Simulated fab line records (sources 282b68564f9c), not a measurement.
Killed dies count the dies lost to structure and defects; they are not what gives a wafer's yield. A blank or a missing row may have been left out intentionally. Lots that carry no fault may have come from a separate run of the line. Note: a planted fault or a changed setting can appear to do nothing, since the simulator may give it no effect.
fab line records	flow ritCmos
[record] lots = 6	wafers = 18	lastDay = 8
route steps=202 shown NLDD@110 PLDD@114 SPACER@125 NSD@131 PSD@142 M1@202
lots that met no fault: from a run of the same line without faults
startH: hours from the record's first day to the start of the lot's first wafer shown	waitH: hours from the lot's prior step to this one	" unchanged from the row above	L1.1+2: a row that stands for several wafers	- no value, or no start was given	* or withheld: withheld	< > ~ a bound
route shown NAME@n: a module of which the file shows steps, and the number in the route of the first	usual: mean/standard deviation of fault-free wafers	same: alike in all rows	chamber/n: place in a boat	sites: readings site by site	_std_site: standard deviation of those values	_edge_site: inner sites' mean taken away from outer sites' mean	radiusMm: for every site, how far away it sits from the centre of the wafer	mask NAME#n: copy n	behind: the most recent tool/chamber to have shaped the wafer	hold: why the lot was held/for how many hours/how that ended	device: the transistor (n, p or np) that didn't switch	end of line: tests run on the same wafers once the route is complete	step lacking rows: just its recipe	killed: count of dies lost to structure and defects at first sort (not the wafer's yield)	map: dies across one wafer; x = killed, . = not, _ = none there
set.NAME: the run value of the setting; set.NAME@STEP: its run value at that earlier step	model.NAME: the simulator's own value behind a step, which no gauge read
lots at some steps of the route; a table a step, a row a wafer
services: a tool's chamber out of use, with start hour (startH, from the record's first day; less than 0 if before it), hours out, and reason
[[steps]]
[step RIT_NLDD_HARDBAKE_07]
[recipe] resist = NOVOLAK	tempC = 140	timeS = 60
[step RIT_NLDD_IMPLANT_08]
[recipe] species = P	energyKev = 20	doseCm2 = 5e+14	tiltDeg = 7
[step RIT_NLDD_STRIP_09]
[recipe] chemistry = O2	timeS = 180	resist = NOVOLAK	platenTempC = withheld	powerW = 500	pressureMtorr = 4000	o2FlowSccm = 4000
[usual] drypumpMotorCurrentA = 6.0/0.31
lot.wafer	tool	chamber	startH	waitH	drypumpMotorCurrentA	rfHoursCounterH
L480.2	plasmaAsher-03	1	60.82	0.1	6.4	41
L480.4	"	1	"	"	6.4	-
L480.6	"	0	"	"	5.6	-
L485.1	plasmaAsher-04	1	88.93	0.1	6.0	44
L485.3	"	1	"	"	6.0	-
L485.5	"	0	"	"	6.3	-
L486.1	plasmaAsher-03	0	89.17	0.1	5.6	44
L486.5	"	0	"	"	5.6	-
L486.6	"	1	"	"	6.4	-
L487.1	plasmaAsher-01	0	94.94	0.1	6.1	31
L487.2	"	1	"	"	5.6	31
L487.3	"	0	"	"	6.1	-
L494.1	plasmaAsher-01	1	127.26	0.1	5.6	35
L494.2	"	0	"	"	6.2	35
L494.3	"	1	"	"	5.6	-
L501.1	plasmaAsher-03	1	172.19	0.1	6.4	53
L501.5	"	1	"	"	6.4	-
L501.6	"	0	"	"	5.6	-
[step RIT_NLDD_TW_MEAS_10]
[usual] NLDD_TW = 2480/22
lot.wafer	tool	chamber	startH	waitH	NLDD_TW
L480.2	filmMetro-02	-	61.00	0.1	2453
L480.4	"	-	"	"	2440
L480.6	"	-	"	"	2449
L485.1	filmMetro-01	-	89.10	0.1	2488
L485.3	"	-	"	"	2479
L485.5	"	-	"	"	2489
L486.1	filmMetro-01	-	89.35	0.1	2496
L486.5	"	-	"	"	2497
L486.6	"	-	"	"	2514
L487.1	filmMetro-01	-	95.12	0.1	2501
L487.2	"	-	"	"	2497
L487.3	"	-	"	"	2516
L494.1	filmMetro-04	-	127.43	0.1	2483
L494.2	"	-	"	"	2475
L494.3	"	-	"	"	2469
L501.1	filmMetro-01	-	172.36	0.1	2489
L501.5	"	-	"	"	2483
L501.6	"	-	"	"	2489
[step RIT_PLDD_HMDS_00]
[recipe] primeTimeS = 60	primeTempC = 140
[step RIT_PLDD_COAT_01]
[recipe] resist = NOVOLAK	spinRpm = 3250	resistThkNm = 1000
[step RIT_PLDD_SOFTBAKE_02]
[recipe] resist = NOVOLAK	tempC = 90	timeS = 60
[step RIT_PLDD_EXPOSE_03]
[recipe] maskId = M8	na = 0.57	targetCdNm = 40900	doseMj = 250
[step RIT_PLDD_PEB_04]
[recipe] resist = NOVOLAK	tempC = withheld	timeS = withheld
[step RIT_PLDD_DEVELOP_05]
[recipe] resist = NOVOLAK	developTimeS = 50	devTempC = 23
[step RIT_PLDD_OVL_MEAS_06]
[usual] PLDD_OVL = 0.6/1.6
lot.wafer	tool	chamber	startH	waitH	PLDD_OVL[nm]
L480.2	overlay-01	-	62.10	-	1.0
L480.4	"	-	"	"	0.6
L480.6	"	-	"	"	0.0
L485.1	overlay-01	-	90.14	-	-1.0
L485.3	"	-	"	"	-1.1
L485.5	"	-	"	"	-1.2
L486.1	overlay-02	-	90.38	-	1.9
L486.5	"	-	"	"	0.6
L486.6	"	-	"	"	-1.8
L487.1	overlay-01	-	96.39	-	0.1
L487.2	"	-	"	"	-1.1
L487.3	"	-	"	"	-1.1
L494.1	overlay-02	-	128.47	-	-0.9
L494.2	"	-	"	"	-0.5
L494.3	"	-	"	"	-1.7
L501.1	overlay-01	-	173.27	-	2.5
L501.5	"	-	"	"	2.1
L501.6	"	-	"	"	1.8
[step RIT_PLDD_HARDBAKE_07]
[recipe] resist = NOVOLAK	tempC = 140	timeS = 60
[step RIT_PLDD_IMPLANT_08]
[recipe] species = BF2	energyKev = 20	doseCm2 = 9e+14	tiltDeg = 7
[usual] beamEnergyKeV = 19.998/0.0063	doseIonsCm2 = 9.002e+14/8.8e+11	endStationPressureTorr = 7.3e-06/3.5e-07	faradayCurrentUA = 2821/59
lot.wafer	tool	chamber	startH	waitH	beamEnergyKeV	doseIonsCm2	endStationPressureTorr	faradayCurrentUA
L480.2	implanter-01	0	62.30	0.1	19.994	8.997e+14	7.6e-06	2767
L480.4	"	0	"	"	19.996	8.997e+14	7.1e-06	2828
L480.6	"	0	"	"	19.992	8.999e+14	6.5e-06	2820
L485.1	implanter-02	0	90.32	0.1	19.996	9.007e+14	7.2e-06	2892
L485.3	"	0	"	"	19.992	9.008e+14	6.6e-06	2850
L485.5	"	0	"	"	20.002	9.007e+14	7.6e-06	2807
L486.1	implanter-01	0	90.74	0.1	19.998	1.785e+14	5.7e-06	571
L486.5	"	0	"	"	20.003	1.797e+14	5.6e-06	566
L486.6	"	0	"	"	19.996	1.783e+14	5.6e-06	565
L487.1	implanter-01	0	96.58	0.1	20.004	1.792e+14	5.2e-06	545
L487.2	"	0	"	"	19.999	1.81e+14	5.1e-06	576
L487.3	"	0	"	"	20.000	1.79e+14	5.7e-06	577
L494.1	implanter-02	0	128.65	0.1	20.005	9.019e+14	7.6e-06	2878
L494.2	"	0	"	"	19.999	9.004e+14	7.2e-06	2847
L494.3	"	0	"	"	20.000	9.014e+14	7.2e-06	2869
L501.1	implanter-02	0	173.46	0.1	19.988	8.999e+14	7.1e-06	2752
L501.5	"	0	"	"	19.998	9.005e+14	7.2e-06	2861
L501.6	"	0	"	"	19.996	8.986e+14	7.7e-06	2726
[step RIT_PLDD_STRIP_09]
[recipe] chemistry = O2	timeS = 180	resist = NOVOLAK	platenTempC = withheld	powerW = 500	pressureMtorr = 4000	o2FlowSccm = 4000
[usual] drypumpMotorCurrentA = 5.9/0.56
lot.wafer	tool	chamber	startH	waitH	drypumpMotorCurrentA	rfHoursCounterH
L480.2	plasmaAsher-03	1	62.43	0.1	6.4	41
L480.4	"	0	"	"	5.6	-
L480.6	"	0	"	"	5.6	-
L485.1	plasmaAsher-01	0	90.47	0.1	6.1	31
L485.3	"	1	"	"	5.7	-
L485.5	"	1	"	"	5.7	-
L486.1	plasmaAsher-03	0	90.89	0.1	5.6	44
L486.5	"	0	"	"	5.6	-
L486.6	"	1	"	"	6.4	-
L487.1	plasmaAsher-01	0	96.73	0.1	6.1	32
L487.2	"	1	"	"	5.6	32
L487.3	"	0	"	"	6.2	-
L494.1	plasmaAsher-02	0	128.80	0.1	6.6	47
L494.2	"	1	"	"	4.9	47
L494.3	"	0	"	"	6.6	-
L501.1	plasmaAsher-02	0	173.61	0.1	6.6	51
L501.5	"	1	"	"	4.9	-
L501.6	"	0	"	"	6.6	-
[step RIT_PLDD_TW_MEAS_10]
[usual] PLDD_TW = 2338/22
lot.wafer	tool	chamber	startH	waitH	PLDD_TW
L480.2	filmMetro-02	-	62.61	0.1	2298
L480.4	"	-	"	"	2304
L480.6	"	-	"	"	2300
L485.1	filmMetro-04	-	90.65	0.1	2328
L485.3	"	-	"	"	2339
L485.5	"	-	"	"	2336
L486.1	filmMetro-04	-	91.06	0.1	1468
L486.5	"	-	"	"	1466
L486.6	"	-	"	"	1470
L487.1	filmMetro-01	-	96.90	0.1	1483
L487.2	"	-	"	"	1472
L487.3	"	-	"	"	1487
L494.1	filmMetro-02	-	128.98	0.1	2308
L494.2	"	-	"	"	2313
L494.3	"	-	"	"	2309
L501.1	filmMetro-04	-	173.79	0.1	2332
L501.5	"	-	"	"	2334
L501.6	"	-	"	"	2329
[step RIT_SPACER_CLEAN_00]
[recipe] chemistry = SC1	mix = 3:3:50	timeS = 600	tempC = 75
[step RIT_SPACER_CLEAN_01]
[recipe] chemistry = dHF	dilution = 50:1	timeS = 30
[step RIT_SPACER_CLEAN_02]
[recipe] chemistry = SC2	mix = 3:3:50	timeS = 600	tempC = 75	dry = n2Spin
[step RIT_SPACER_CVD_03]
[recipe] material = Si3N4	targetThkNm = 250	tempC = 810	precursor = SiH2Cl2/NH3	timeS = 3300	pressureMtorr = 300	sih2cl2FlowSccm = 60	nh3FlowSccm = 150
[step RIT_SPACER_THK_MEAS_04]
[recipe] reads = Si3N4_of_SPACER_CVD_03
[usual] SPACER_NITRIDE_THK = 249.6/2.6
lot.wafer	tool	chamber	startH	waitH	SPACER_NITRIDE_THK[nm]
L480.2	filmMetro-03	-	64.95	0.0	250.0
L480.4	"	-	"	"	250.8
L480.6	"	-	"	"	250.1
L485.1	filmMetro-04	-	93.03	0.0	255.1
L485.3	"	-	"	"	251.3
L485.5	"	-	"	"	251.6
L486.1	filmMetro-03	-	93.44	0.0	253.0
L486.5	"	-	"	"	250.4
L486.6	"	-	"	"	252.6
L487.1	filmMetro-03	-	99.28	0.0	254.6
L487.2	"	-	"	"	256.0
L487.3	"	-	"	"	254.1
L494.1	filmMetro-01	-	131.34	0.0	242.8
L494.2	"	-	"	"	243.2
L494.3	"	-	"	"	243.6
L501.1	filmMetro-03	-	176.13	0.0	247.4
L501.5	"	-	"	"	245.0
L501.6	"	-	"	"	245.2
[step RIT_SPACER_ETCHBACK_05]
[recipe] targetDepthA = 2500	SF6_flow_sccm = 30	CHF3_flow_sccm = 30	target = Si3N4	chemistry = SF6/CHF3	pressureMtorr = 40	rfW = 250	timeS = 240	stopOn = SiO2
[usual] drypumpMotorCurrentA = 5.7/0.61	oesProductAu = 0.840/0.012	throttleValvePct = 10.26/0.11
lot.wafer	tool	chamber	startH	waitH	drypumpMotorCurrentA	oesProductAu	rfHoursCounterH	throttleValvePct
L480.2	rieDiel-01	2	65.00	0.0	6.5	0.860	144	10.16
L480.4	"	3	"	"	6.3	0.843	6	10.10
L480.6	"	0	"	"	5.8	0.845	-	10.37
L485.1	rieDiel-01	3	93.09	0.1	6.3	0.852	6	10.09
L485.3	"	1	"	"	6.5	0.844	16	10.16
L485.5	"	1	"	"	6.5	0.838	-	10.17
L486.1	rieDiel-02	0	93.50	0.1	5.1	0.843	64	10.13
L486.5	"	3	"	"	6.2	0.829	-	10.41
L486.6	"	2	"	"	5.9	0.827	-	10.32
L487.1	rieDiel-03	1	99.34	0.1	5.0	0.852	46	10.36
L487.2	"	2	"	"	4.7	0.841	120	10.22
L487.3	"	3	"	"	6.3	0.857	7	10.20
L494.1	rieDiel-02	1	131.40	0.1	5.9	0.827	51	10.31
L494.2	"	0	"	"	5.0	0.813	65	10.13
L494.3	"	3	"	"	6.2	0.823	6	10.41
L501.1	rieDiel-01	0	176.19	0.1	5.8	0.833	98	10.37
L501.5	"	3	"	"	6.3	0.824	-	10.08
L501.6	"	0	"	"	5.8	0.835	-	10.35
[step RIT_NSD_HMDS_00]
[recipe] primeTimeS = 60	primeTempC = 140
[step RIT_NSD_COAT_01]
[recipe] resist = NOVOLAK	spinRpm = 3250	resistThkNm = 1000
[step RIT_NSD_SOFTBAKE_02]
[recipe] resist = NOVOLAK	tempC = 90	timeS = 60
[step RIT_NSD_EXPOSE_03]
[recipe] maskId = M9	na = 0.57	targetCdNm = 40700	doseMj = 250
[step RIT_NSD_PEB_04]
[recipe] resist = NOVOLAK	tempC = withheld	timeS = withheld
[step RIT_NSD_DEVELOP_05]
[recipe] resist = NOVOLAK	developTimeS = 50	devTempC = 23
[step RIT_NSD_OVL_MEAS_06]
[usual] NSD_OVL = 0.1/1.1
lot.wafer	tool	chamber	startH	waitH	NSD_OVL[nm]
L480.2	overlay-01	-	66.04	-	0.9
L480.4	"	-	"	"	2.5
L480.6	"	-	"	"	0.0
L485.1	overlay-02	-	94.38	-	-1.1
L485.3	"	-	"	"	-1.1
L485.5	"	-	"	"	-1.2
L486.1	overlay-02	-	94.63	-	3.7
L486.5	"	-	"	"	1.9
L486.6	"	-	"	"	2.1
L487.1	overlay-01	-	100.34	-	1.0
L487.2	"	-	"	"	1.1
L487.3	"	-	"	"	1.1
L494.1	overlay-01	-	132.40	-	-1.1
L494.2	"	-	"	"	1.6
L494.3	"	-	"	"	0.4
L501.1	overlay-01	-	177.19	-	1.6
L501.5	"	-	"	"	0.4
L501.6	"	-	"	"	1.8
[step RIT_NSD_HARDBAKE_07]
[recipe] resist = NOVOLAK	tempC = 140	timeS = 60
[step RIT_NSD_IMPLANT_08]
[recipe] species = P	energyKev = 25	doseCm2 = 1e+15	tiltDeg = 7
[step RIT_NSD_STRIP_09]
[recipe] chemistry = O2	timeS = 180	resist = NOVOLAK	platenTempC = withheld	powerW = 500	pressureMtorr = 4000	o2FlowSccm = 4000
[usual] drypumpMotorCurrentA = 5.9/0.52
lot.wafer	tool	chamber	startH	waitH	drypumpMotorCurrentA	rfHoursCounterH
L480.2	plasmaAsher-02	1	66.37	0.1	4.9	40
L480.4	"	1	"	"	4.9	-
L480.6	"	1	"	"	4.8	-
L485.1	plasmaAsher-02	0	94.72	0.1	6.6	43
L485.3	"	0	"	"	6.6	-
L485.5	"	1	"	"	4.9	-
L486.1	plasmaAsher-04	1	95.09	0.1	6.1	45
L486.5	"	0	"	"	6.3	-
L486.6	"	1	"	"	6.0	-
L487.1	plasmaAsher-04	1	100.68	0.1	6.0	46
L487.2	"	0	"	"	6.3	46
L487.3	"	0	"	"	6.3	-
L494.1	plasmaAsher-04	0	132.73	0.1	6.2	2
L494.2	"	1	"	"	6.1	2
L494.3	"	1	"	"	6.0	-
L501.1	plasmaAsher-02	0	177.53	0.1	6.6	51
L501.5	"	0	"	"	6.6	-
L501.6	"	1	"	"	4.8	-
[step RIT_NSD_TW_MEAS_10]
[usual] NSD_TW = 3103/28
lot.wafer	tool	chamber	startH	waitH	NSD_TW
L480.2	filmMetro-04	-	66.56	0.1	3119
L480.4	"	-	"	"	3111
L480.6	"	-	"	"	3123
L485.1	filmMetro-02	-	94.89	0.1	3086
L485.3	"	-	"	"	3075
L485.5	"	-	"	"	3076
L486.1	filmMetro-02	-	95.27	0.1	3067
L486.5	"	-	"	"	3078
L486.6	"	-	"	"	3063
L487.1	filmMetro-01	-	100.85	0.1	3129
L487.2	"	-	"	"	3131
L487.3	"	-	"	"	3130
L494.1	filmMetro-04	-	132.91	0.1	3093
L494.2	"	-	"	"	3105
L494.3	"	-	"	"	3100
L501.1	filmMetro-04	-	177.70	0.1	3096
L501.5	"	-	"	"	3097
L501.6	"	-	"	"	3079
[step RIT_PSD_HMDS_00]
[recipe] primeTimeS = 60	primeTempC = 140
[step RIT_PSD_COAT_01]
[recipe] resist = NOVOLAK	spinRpm = 3250	resistThkNm = 1000
[step RIT_PSD_SOFTBAKE_02]
[recipe] resist = NOVOLAK	tempC = 90	timeS = 60
[step RIT_PSD_EXPOSE_03]
[recipe] maskId = M10	na = 0.57	targetCdNm = 40900	doseMj = 250
[step RIT_PSD_PEB_04]
[recipe] resist = NOVOLAK	tempC = withheld	timeS = withheld
[step RIT_PSD_DEVELOP_05]
[recipe] resist = NOVOLAK	developTimeS = 50	devTempC = 23
[step RIT_PSD_OVL_MEAS_06]
[usual] PSD_OVL = -0.3/1.3
lot.wafer	tool	chamber	startH	waitH	PSD_OVL[nm]
L480.2	overlay-02	-	67.70	-	-2.7
L480.4	"	-	"	"	-1.5
L480.6	"	-	"	"	-1.9
L485.1	overlay-02	-	95.92	-	-0.3
L485.3	"	-	"	"	0.1
L485.5	"	-	"	"	-0.4
L486.1	overlay-02	-	96.38	-	-0.3
L486.5	"	-	"	"	0.8
L486.6	"	-	"	"	-0.7
L487.1	overlay-02	-	101.96	-	-0.6
L487.2	"	-	"	"	-0.1
L487.3	"	-	"	"	1.1
L494.1	overlay-02	-	133.82	-	0.8
L494.2	"	-	"	"	1.7
L494.3	"	-	"	"	1.2
L501.1	overlay-02	-	178.76	-	-3.1
L501.5	"	-	"	"	-2.6
L501.6	"	-	"	"	-2.5
[step RIT_PSD_HARDBAKE_07]
[recipe] resist = NOVOLAK	tempC = 140	timeS = 60
[step RIT_PSD_IMPLANT_08]
[recipe] species = BF2	energyKev = 27	doseCm2 = 5e+15	tiltDeg = 7
[step RIT_PSD_STRIP_09]
[recipe] chemistry = O2	timeS = 180	resist = NOVOLAK	platenTempC = withheld	powerW = 500	pressureMtorr = 4000	o2FlowSccm = 4000
[usual] drypumpMotorCurrentA = 6.0/0.42
lot.wafer	tool	chamber	startH	waitH	drypumpMotorCurrentA	rfHoursCounterH
L480.2	plasmaAsher-04	1	68.03	0.1	6.1	42
L480.4	"	0	"	"	6.3	-
L480.6	"	0	"	"	6.2	-
L485.1	plasmaAsher-04	1	96.26	0.1	6.0	45
L485.3	"	1	"	"	6.1	-
L485.5	"	0	"	"	6.2	-
L486.1	plasmaAsher-04	0	96.72	0.1	6.2	45
L486.5	"	1	"	"	6.0	-
L486.6	"	0	"	"	6.3	-
L487.1	plasmaAsher-03	1	102.43	0.1	6.5	45
L487.2	"	0	"	"	5.6	45
L487.3	"	0	"	"	5.5	-
L494.1	plasmaAsher-04	1	134.19	0.1	6.0	2
L494.2	"	0	"	"	6.2	2
L494.3	"	1	"	"	6.0	-
L501.1	plasmaAsher-04	0	179.10	0.1	6.2	6
L501.5	"	0	"	"	6.3	-
L501.6	"	1	"	"	6.0	-
[step RIT_SDANNEAL_RS_MEAS_06]
[recipe] thkMeasGauge = four-point-probe
[usual] PLDD_RS = 178.8/0.48
lot.wafer	tool	chamber	startH	waitH	PLDD_RS[ohm/sq]
L480.2	filmMetro-01	-	68.95	0.1	179.0
L480.4	"	-	"	"	179.3
L480.6	"	-	"	"	179.4
L485.1	filmMetro-02	-	97.22	0.1	179.2
L485.3	"	-	"	"	179.3
L485.5	"	-	"	"	179.5
L486.1	filmMetro-04	-	97.62	0.1	604.0
L486.5	"	-	"	"	613.4
L486.6	"	-	"	"	604.1
L487.1	filmMetro-02	-	103.37	0.1	602.9
L487.2	"	-	"	"	607.3
L487.3	"	-	"	"	594.1
L494.1	filmMetro-04	-	135.11	0.1	179.3
L494.2	"	-	"	"	178.6
L494.3	"	-	"	"	178.9
L501.1	filmMetro-01	-	180.05	0.1	179.0
L501.5	"	-	"	"	179.3
L501.6	"	-	"	"	179.1
[step RIT_M1_PROBE_99]
[usual] killedAtContacts = 0.1/0.23	killedAtFrontEnd = 6.2/2.8	killedDies = 6.3/2.7	killedOpen = 3.1/2	killedShort = 3.2/1.8
[same] grossDies = 264	killed_at_M0_to_M3 = 0	killed_at_M4_up = 0	killedAtBackSide = 0	killedAtOther = 0
lot.wafer	tool	chamber	startH	waitH	killedAtContacts	killedAtFrontEnd	killedDies	killedOpen	killedShort
L494.1	prober-01	-	142.39	0.1	0	14	14	5	9
L494.2	prober-01	-	142.44	0.1	0	4	4	1	3
L494.3	prober-01	-	142.49	0.2	0	9	9	2	7
L501.1	prober-02	-	187.95	0.1	1	2	3	1	2
L501.5	prober-02	-	188.15	0.2	0	4	4	2	2
L501.6	prober-02	-	188.20	0.2	1	6	7	5	2
// killed by level:class
L494.1 GATE:geometricParticle:short=5 REOX:geometricParticle:open=3 FOX1:geometricParticle:short=2 GATE:geometricParticle:open=2 FOX2:geometricParticle:short=1 SILICIDE:geometricParticle:short=1
L494.2 REOX:geometricParticle:short=2 GATE:geometricParticle:short=1 GATE:geometricParticle:open=1
L494.3 SPACER:geometricParticle:short=4 GATE:geometricParticle:short=2 FOX1:geometricParticle:short=1 GATE:geometricParticle:open=1 SPACER:geometricParticle:open=1
L501.1 GATE:geometricParticle:short=1 SPACER:geometricParticle:open=1 CONTACT:geometricParticle:short=1
L501.5 REOX:geometricParticle:short=2 GATE:geometricParticle:open=1 SPACER:geometricParticle:open=1
L501.6 GATE:geometricParticle:open=3 FOX1:geometricParticle:open=1 SILICIDE:geometricParticle:open=1 SILICIDE:geometricParticle:short=1 CONTACT:geometricParticle:short=1
[[services]]
tool	chamber	startH	hours	kind
plasmaAsher-04	-	45.85	1.2	repair
rieDiel-02	-	48.60	0.4	repair
rieDiel-02	3	97.35	7.3	repair
implanter-02	-	98.24	3.3	pm
implanter-02	-	102.77	3.7	pm
plasmaAsher-04	-	108.75	9.0	pm
plasmaAsher-04	0	108.75	9.0	ventCycle
plasmaAsher-04	1	108.75	9.0	ventCycle
rieDiel-02	3	116.69	4.2	repair
plasmaAsher-04	0	117.75	-	clean
plasmaAsher-04	1	117.75	-	clean
rieDiel-02	2	129.56	2.0	repair
implanter-02	-	134.19	20.5	pm
rieDiel-01	2	162.55	-	clean
rieDiel-03	-	164.18	4.3	pm
[[key]]
[firstSign] step = RIT_PLDD_IMPLANT_08	reading = doseIonsCm2	direction = down	sigmas = 99+	usual = 9.002e+14	struck = 1.793e+14
[effect] step = RIT_PLDD_IMPLANT_08	reading = faradayCurrentUA	direction = down	sigmas = 38	usual = 2821	struck = 567
[effect] step = RIT_PLDD_TW_MEAS_10	reading = PLDD_TW	direction = down	sigmas = 40	usual = 2338	struck = 1474
[effect] step = RIT_SDANNEAL_RS_MEAS_06	reading = PLDD_RS	direction = up	sigmas = 99+	usual = 178.8	struck = 604.3
metAt RIT_PLDD_IMPLANT_08
struckWafers L486.1,L486.5,L486.6,L487.1,L487.2,L487.3
testerLeftOut L486,L487
onsetBetween 62.30 90.74
[fault] kind = processParameterDrift	tool = implanter-01	chamber = -	onsetH = 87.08	steps = RIT_PLDD_IMPLANT_08	channel = doseCm2	offset = -7.2e+14	shape = step	endH = 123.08	actsIn = theseRecipesOnly	stated = 9e+14
// testerLeftOut: of these lots the tester's yield and bins aren't shown, on N5 and GAA mostly nor the transistor test; their killed dies are dies lost to structure and defects alone, not to doping, threshold or leakage, so they don't give the yield
